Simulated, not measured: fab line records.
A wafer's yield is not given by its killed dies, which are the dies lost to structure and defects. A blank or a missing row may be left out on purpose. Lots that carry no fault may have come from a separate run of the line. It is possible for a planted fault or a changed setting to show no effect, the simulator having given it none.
Lot-split experiment ; flow rit cmos ; on a route of 202 steps: 5 lots, 23 wafers read

## THE SPLIT ITSELF
At RIT_GATE_SOFTBAKE_12 (time 60 s), the setting temp c was moved away from the recipe's 90 C on 12 of the 23 wafers read, by -4.1% to +2.4%. All remaining wafers had this setting at the recipe value.

## FROM THE SPLIT TO THE READING: what the file shows between them, 2 steps
- RIT_GATE_EXPOSE_13: exposes mask M6, target cd 150 nm (also split here: dose mj)
- RIT_GATE_PEB_14

## THE READING
NOVOLAK_of_GATE_COAT_11.thk nm (the simulator's own value, which no gauge read), in nm, at RIT_GATE_DEVELOP_15 (develop time 50 s). No usual value for it is given in the file. The 11 wafers here that ran the recipe average 848.2 nm, standard deviation 2.1 nm.

wafer;tool, chamber at the split;temp c as run, C;against the recipe;NOVOLAK_of_GATE_COAT_11.thk nm, nm;against lot-mates on the recipe
L074.1;litho track-04, 0;92.16;+2.4%;846.3;-3.4
L074.3;litho track-04, 0;90;recipe;848.6;-
L074.4;litho track-04, 0;92.16;+2.4%;843.9;-5.8
L074.5;litho track-04, 0;90;recipe;850.8;-
L074.6;litho track-04, 0;92.16;+2.4%;846.8;-2.9
L077.1;litho track-03, 0;87.51;-2.8%;855.6;+9.0
L077.2;litho track-03, 0;90;recipe;846.3;-
L077.3;litho track-03, 0;87.51;-2.8%;852.7;+6.1
L077.4;litho track-03, 0;87.51;-2.8%;853.2;+6.6
L077.5;litho track-03, 0;90;recipe;846.9;-
L082.1;litho track-02, 0;86.29;-4.1%;859.5;+8.5
L082.2;litho track-02, 0;86.29;-4.1%;856.7;+5.7
L082.3;litho track-02, 0;90;recipe;851.3;-
L082.4;litho track-02, 0;86.29;-4.1%;856.5;+5.5
L082.6;litho track-02, 0;90;recipe;850.8;-
L083.1;litho track-03, 0;90;recipe;848.5;-
L083.5;litho track-03, 0;90;recipe;845;-
L083.6;litho track-03, 0;90;recipe;845.7;-
L085.1;litho track-04, 0;92.02;+2.2%;845;-3.2
L085.2;litho track-04, 0;92.02;+2.2%;843.8;-4.4
L085.3;litho track-04, 0;90;recipe;849.1;-
L085.4;litho track-04, 0;90;recipe;847.3;-
L085.5;litho track-04, 0;92.02;+2.2%;843.3;-4.9

THE FIT
A straight line over all 23 wafers: NOVOLAK_of_GATE_COAT_11.thk nm changes by -1.93 nm for each +1% of temp c; r = -0.91; the points scatter about the line by 1.9 nm.
The same after taking each lot's own level away (the mean of its wafers on the recipe; 23 wafers): -1.85 nm for each +1%; r = -0.94; scatter 1.5 nm.
Per that fit: largest temp c move, reading shift of 7.6 nm.
Across the lots, their own levels run from 846.40 to 851.05 nm, a range of 2.3 times the standard deviation given above.
Hence the lot-to-lot level has little effect on the slope; both slopes agree.
Check: +7.65 nm against its lot-mates is what the line predicts for one of the wafers moved furthest among these (-4.1%) when that wafer is left out of the fit. Against them it came out at +8.45 nm.

## OTHER SPLITS ON THESE WAFERS
These wafers also went through other splits before the reading. Each is held against what the fit with the lots' levels taken away leaves over:
other split on the same wafers;wafers away from the commonest value;r with NOVOLAK_of_GATE_COAT_11.thk nm (lot level and that fit taken away)
RIT_ACTIVE_OXIDATION_01 temp c;18;+0.33
RIT_ACTIVE_COAT_06 resist thk nm;10;-0.23
RIT_ACTIVE_DEVELOP_10 dev temp c;7;+0.09
RIT_NWELL_IMPLANT_08 dose cm2;9;-0.41
RIT_PWELL_COAT_01 spin rpm;11;+0.08
RIT_PRETRO_COAT_01 spin rpm;10;-0.09
RIT_GATE_EXPOSE_13 dose mj;5;+0.11

## THE FILE'S OWN FIT
NOVOLAK_of_GATE_COAT_11.thk nm changes by -1.86 nm for each +1% of temp c, r = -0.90.
